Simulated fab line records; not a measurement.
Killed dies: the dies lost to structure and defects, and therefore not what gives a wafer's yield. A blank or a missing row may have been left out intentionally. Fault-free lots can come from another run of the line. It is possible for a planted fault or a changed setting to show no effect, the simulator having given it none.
Struck lot and sound lot, side by side / flow berkeley_cmos170 / 44 out of 331 route steps
Sound: these wafers, L515.1, L515.3, L515.6. Wafers struck: L524.1, L524.2, L524.5. The cause comes at the end.
For every step that has rows: the tool of each side, followed by ch and its chambers, followed by its first start. Under that, the readings that differ: sound wafers / struck wafers / difference of the means / sigmas: that difference in standard deviations of wafers without a fault.
alike: readings whose means differ by less than 2 such deviations, and words and numbers that are the same on both sides. not compared: withheld readings, readings that some wafer has no value for, bounds like >300 that may hide the same value, and numbers for which the record gives no deviation and whose values overlap.
A row with sigmas, a row that says differs or no value, or rows on one side alone: a step with any of these is where the two part. Numbers that have no deviation but don't overlap get no sigmas and don't part them. A reading missing from all wafers of one side parts the sides only when that side holds two or more wafers.

first, 1 step without rows for these wafers: UCB170_PLDD_IMPLANT_09.
UCB170_PLDD_STRIP_10: strips in O2.
  sound on plasma_asher-04 ch 0,1, day 8 03:55; struck on plasma_asher-01 ch 0,1, day 10 00:04
reading=strip_time_to_endpoint_s (s); sound=21.50 21.60 21.59; struck=21.74 21.72 21.74; difference=+0.17; sigmas=+2
  alike: drypump_motor_current_A, oes_product_au
  not compared: rf_hours_counter_h
UCB170_PLDD_TW_MEAS_11:
  struck on film_metro-02, day 10 00:10; sound on film_metro-02, day 8 04:01
  alike: PLDD_TW
then, 7 steps without rows for these wafers: UCB170_PLDD_CLEAN_12 (cleans in SPM, time 600 s); UCB170_NLDD_HMDS_00 (prime time 60 s); UCB170_NLDD_COAT_01 (resist thk 900 nm); UCB170_NLDD_SOFTBAKE_02 (time 60 s); UCB170_NLDD_EXPOSE_03 (exposes mask NSELECT, target cd 1200 nm); UCB170_NLDD_PEB_04; UCB170_NLDD_DEVELOP_05 (develop time 45 s).
UCB170_NLDD_CD_MEAS_06: the cd target is 1200 nm.
  struck on cd_sem-02, day 10 01:44; sound on cd_sem-01, day 8 05:25
  alike: cd_nm
UCB170_NLDD_OVL_MEAS_07:
  struck on overlay-01, day 10 01:51; sound on overlay-02, day 8 05:32
  alike: NLDD_OVL
UCB170_NLDD_IMPLANT_08:
  sound on implanter-02 ch 0, day 8 05:35; struck on implanter-02 ch 0, day 10 01:53
reading=tilt_deg (degrees); sound=6.979 7.006 7.004; struck=5.851 5.853 5.852; difference=-1.144; sigmas=-52
  alike: beam_energy_keV, beam_on_s, faraday_current_uA
after that, 1 step had no rows for these wafers: UCB170_NLDD_IMPLANT_09.
UCB170_NLDD_STRIP_10: strips in O2.
  sound on plasma_asher-03 ch 0,1, day 8 05:53; struck on plasma_asher-03 ch 0,1, day 10 02:11
reading=strip_time_to_endpoint_s (s); sound=21.46 21.53 21.51; struck=21.73 21.74 21.72; difference=+0.23; sigmas=+3
  alike: drypump_motor_current_A, oes_product_au
  not compared: rf_hours_counter_h
UCB170_NLDD_TW_MEAS_11:
  struck on film_metro-01, day 10 02:17; sound on film_metro-03, day 8 05:59
reading=NLDD_TW; sound=2222 2215 2229; struck=2174 2181 2181; difference=-43; sigmas=-3
then, 1 step without rows for these wafers: UCB170_NLDD_CLEAN_12 (cleans in SPM, time 600 s).
UCB170_SPACER_CVD_00: deposits SiO2 from TEOS/O2, target thk 376 nm, time 47 s.
  sound on pecvd-02 ch 0,1, day 8 06:13; struck on pecvd-02 ch 0,1,2, day 10 02:38
  alike: heater_power_w, rf_fwd_power_W
  not compared: since_wet_clean_h
UCB170_SPACER_THK_MEAS_01:
  struck on film_metro-04, day 10 02:41; sound on film_metro-04, day 8 06:16
  alike: SPACER_TEOS_THK
then, 1 step without rows for these wafers: UCB170_SPACER_ANNEAL_02 (time 1800 s).
UCB170_SPACER_ETCHBACK_03: etches SiO2 in CHF3/CF4/Ar, stops on Si, target depth 376 nm, time 100 s.
  sound on rie_diel-04 ch 0,2, day 8 10:52; struck on rie_diel-04 ch 1,2,3, day 10 08:36
  alike: drypump_motor_current_A, oes_product_au, rf_fwd_power_W, throttle_valve_pct
  not compared: rf_hours_counter_h
then, 6 steps without rows for these wafers: UCB170_PSD_HMDS_00 (prime time 60 s); UCB170_PSD_COAT_01 (resist thk 900 nm); UCB170_PSD_SOFTBAKE_02 (time 60 s); UCB170_PSD_EXPOSE_03 (exposes mask PSELECT MOD, target cd 1200 nm); UCB170_PSD_PEB_04; UCB170_PSD_DEVELOP_05 (develop time 45 s).
UCB170_PSD_CD_MEAS_06: the cd target is 1200 nm.
  struck on cd_sem-01, day 10 09:51; sound on cd_sem-01, day 8 13:09
reading=cd_nm (nm); sound=1202.3 1201.0 1200.8; struck=1199.0 1198.3 1198.1; difference=-2.9; sigmas=-2
UCB170_PSD_OVL_MEAS_07:
  struck on overlay-02, day 10 09:58; sound on overlay-02, day 8 13:16
  alike: PSD_OVL
after that, 1 step had no rows for these wafers: UCB170_PSD_IMPLANT_08.
UCB170_PSD_STRIP_09: strips in O2.
  sound on plasma_asher-02 ch 0, day 8 13:28; struck on plasma_asher-03 ch 0,1, day 10 10:09
  alike: drypump_motor_current_A, oes_product_au, strip_time_to_endpoint_s
  not compared: rf_hours_counter_h
UCB170_PSD_TW_MEAS_10:
  struck on film_metro-01, day 10 10:15; sound on film_metro-01, day 8 13:34
  alike: PSD_TW
then, 7 steps without rows for these wafers: UCB170_PSD_CLEAN_11 (cleans in SPM, time 600 s); UCB170_NSD_HMDS_00 (prime time 60 s); UCB170_NSD_COAT_01 (resist thk 900 nm); UCB170_NSD_SOFTBAKE_02 (time 60 s); UCB170_NSD_EXPOSE_03 (exposes mask NSELECT MOD, target cd 1200 nm); UCB170_NSD_PEB_04; UCB170_NSD_DEVELOP_05 (develop time 45 s).
UCB170_NSD_CD_MEAS_06: the cd target is 1200 nm.
  struck on cd_sem-02, day 10 13:26; sound on cd_sem-01, day 8 14:49
  alike: cd_nm
UCB170_NSD_OVL_MEAS_07:
  struck on overlay-01, day 10 13:34; sound on overlay-01, day 8 14:56
  alike: NSD_OVL
after that, 1 step had no rows for these wafers: UCB170_NSD_IMPLANT_08.
UCB170_SDANNEAL_RS_MEAS_05: uses a four-point probe to measure.
  struck on film_metro-02, day 10 15:59; sound on film_metro-01, day 8 16:55
reading=NLDD_RS (ohm/sq); sound=614.2 614.8 613.0; struck=608.5 608.2 608.3; difference=-5.7; sigmas=-3
after that, 1 step had no rows for these wafers: UCB170_M3_PROBE_99.

== WHERE THEY PART ==
First at UCB170_PLDD_STRIP_10; last, within this record, at UCB170_SDANNEAL_RS_MEAS_05.

WHY: whatever the simulator had introduced
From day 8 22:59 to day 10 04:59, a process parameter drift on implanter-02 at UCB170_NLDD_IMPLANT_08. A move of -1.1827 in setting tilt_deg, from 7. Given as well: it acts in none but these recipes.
